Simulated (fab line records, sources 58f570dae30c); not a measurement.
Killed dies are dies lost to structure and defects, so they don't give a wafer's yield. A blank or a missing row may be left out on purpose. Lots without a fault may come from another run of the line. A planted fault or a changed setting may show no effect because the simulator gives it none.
One fault seen from 2 desks | flow berkeley_cmos170 | each desk has only its own numbers; what lay behind them comes last

THE METROLOGY DESK
What the gauges read, lot by lot, whatever tool the lot ran on: means of the sampled wafers that have a number. A lot is out of limits, marked OUT, if its mean lies more than 4 standard deviations from the usual mean; the brackets give that distance.
Columns: A = PVT_TW at UCB170_PVT_TW_MEAS_09, usual 507
lot  | first seen here | A
L662 | day 7 02:51     | 504
L664 | day 7 03:05     | 511
L663 | day 7 03:20     | 506
L665 | day 7 03:34     | 502
L666 | day 7 18:04     | 506
L667 | day 7 18:11     | 511
L668 | day 8 04:06     | 506
L670 | day 8 13:39     | 501
L669 | day 8 13:49     | 505
L675 | day 9 13:11     | 479 (-6.4) OUT
L678 | day 10 15:44    | 480 (-6.1) OUT
L679 | day 11 02:28    | 504
L685 | day 11 14:10    | 505
L681 | day 11 14:37    | 504
This desk's finding: out of limits on L675, L678; first on L675, day 9 13:11 (PVT_TW at UCB170_PVT_TW_MEAS_09). In limits: L662, L664, L663, L665, L666, L667, L668, L670, L669, L679, L685, L681.

THE TOOL OWNER'S DESK: implanter-01
The tool's own readings at UCB170_PVT_IMPLANT_07: means of the sampled wafers that have a number, for each lot that ran on this tool. A lot is out of limits, marked OUT, if its mean lies more than 4 standard deviations from the usual mean; the brackets give that distance.
Columns: A = beam_energy_keV at UCB170_PVT_IMPLANT_07, usual 30.000; B = tilt_deg at UCB170_PVT_IMPLANT_07, usual 6.998 degrees
lot  | first seen here | A                        | B
L662 | day 7 02:37     | 30.006                   | 6.965
L665 | day 7 03:19     | 29.998                   | 6.994
L668 | day 8 03:51     | 30.005                   | 6.980
L675 | day 9 12:56     | 24.596 (-99 or more) OUT | 6.988
L678 | day 10 15:30    | 24.598 (-99 or more) OUT | 7.015
This desk's finding: out of limits on L675, L678; first on L675, day 9 12:56 (beam_energy_keV at UCB170_PVT_IMPLANT_07). In limits: L662, L665, L668.

PUT TOGETHER
The tool owner's desk could have raised an alarm at day 9 12:56, on L675, L678.
The metrology desk could have raised an alarm at day 9 13:11, on L675, L678.
Of the lots named, all ran UCB170_PVT_IMPLANT_07 on implanter-01.

WHAT THE SIMULATOR HAD PUT IN
Process parameter drift: implanter-01, from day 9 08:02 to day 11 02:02, at UCB170_PVT_IMPLANT_07. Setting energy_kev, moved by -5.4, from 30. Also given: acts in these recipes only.
Lots struck among those shown: L675, L678.
Hours from the fault's start to each desk's first reading out of limits: the tool owner's desk, 5; the metrology desk, 5.
